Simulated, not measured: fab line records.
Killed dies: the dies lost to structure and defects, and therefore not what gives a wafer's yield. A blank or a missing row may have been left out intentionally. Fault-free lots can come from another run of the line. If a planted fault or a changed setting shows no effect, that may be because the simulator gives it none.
One fault through the eyes of 2 desks / flow berkeley-cmos170 / numbers are kept per desk, each desk with only its own; the story behind them comes last

== DESK OF THE TOOL OWNER: pecvd-02 ==
The tool's own readings at UCB170_V1_CVD_00 (deposits SiO2 from TEOS/O2, target thk 2000 nm, time 250 s): means of the sampled wafers that have a number, for each lot that ran on this tool. The brackets show how far a lot's mean lies from the usual mean; more than 4 standard deviations puts the lot out of limits, marked OUT.
Columns: A = heater-power-w at UCB170_V1_CVD_00, usual 283 W; B = rf-fwd-power-W at UCB170_V1_CVD_00, usual 548.4 W; C = susceptor-temp-C at UCB170_V1_CVD_00, usual 389.99 C
lot=L561; first seen here=day 7 02:55; A=294; B=547.4; C=389.84
lot=L565; first seen here=day 8 05:25; A=266; B=548.6; C=390.07
lot=L567; first seen here=day 8 16:25; A=313; B=548.9; C=389.63
lot=L571; first seen here=day 9 11:47; A=237; B=617.8 (+41) OUT; C=390.01
lot=L572; first seen here=day 9 11:52; A=277; B=613.2 (+38) OUT; C=389.77
lot=L574; first seen here=day 10 01:01; A=291; B=611.0 (+37) OUT; C=390.14
Finding of this desk: L571, L572, L574 out of limits; the first was L571 at day 9 11:47, on rf-fwd-power-W at UCB170_V1_CVD_00. L561, L565, L567: within limits.

== AT THE METROLOGY DESK ==
Lot by lot, what the gauges showed, no matter which tool ran the lot: averages of those sampled wafers that carry a number. The brackets show how far a lot's mean lies from the usual mean; more than 4 standard deviations puts the lot out of limits, marked OUT.
Columns: A = CONTACT_PSG_THK at UCB170_CONTACT_THK_MEAS_02, usual 687 nm; B = V1_TEOS_THK at UCB170_V1_THK_MEAS_01, usual 2008 nm; C = V1_POLISHED_THK at UCB170_V1_THK_MEAS_04, usual 1000.0 nm
lot=L561; first seen here=day 6 19:58; A=686; B=1998; C=999.2
lot=L564; first seen here=day 7 04:27; A=687; B=2010; C=1000.4
lot=L563; first seen here=day 7 04:43; A=701; B=1990; C=999.3
lot=L565; first seen here=day 7 20:34; A=694; B=2006; C=1000.0
lot=L566; first seen here=day 7 22:07; A=692; B=2015; C=1000.6
lot=L567; first seen here=day 8 07:47; A=672; B=2023; C=999.9
lot=L572; first seen here=day 9 03:00; A=688; B=2072; C=1000.2
lot=L571; first seen here=day 9 03:02; A=693; B=2100; C=1000.3
lot=L574; first seen here=day 9 13:33; A=684; B=2079; C=998.9
lot=L577; first seen here=day 10 07:35; A=693; B=2009; C=999.6
lot=L575; first seen here=day 10 10:20; A=677; B=1990; C=999.9
lot=L578; first seen here=day 10 10:20; A=678; B=1969; C=998.7
lot=L580; first seen here=day 11 06:10; A=685; B=1982; C=999.8
lot=L582; first seen here=day 11 14:18; A=683; B=2030; C=1000.7
lot=L584; first seen here=day 12 01:50; A=690; B=2008; C=1000.7
This desk found nothing out of limits on any of the 15 lots.

== PUT TOGETHER ==
The tool owner's desk had the chance to raise an alarm at day 9 11:47 on L571, L572, L574.
At the metrology desk, nothing out of limits was observed.
The metrology desk holds a record of L571, L572, L574, inside its limits.
Of the lots named, all ran UCB170_V1_CVD_00 on pecvd-02.

== WHAT WAS PUT IN BY THE SIMULATOR ==
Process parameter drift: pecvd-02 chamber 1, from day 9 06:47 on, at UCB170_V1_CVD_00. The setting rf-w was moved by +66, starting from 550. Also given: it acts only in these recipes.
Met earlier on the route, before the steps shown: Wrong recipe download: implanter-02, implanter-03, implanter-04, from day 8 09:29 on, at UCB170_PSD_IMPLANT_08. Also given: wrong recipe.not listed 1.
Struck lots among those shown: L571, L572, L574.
Time in hours from fault onset to the first out-of-limits reading at each desk: the tool owner's desk, 5.
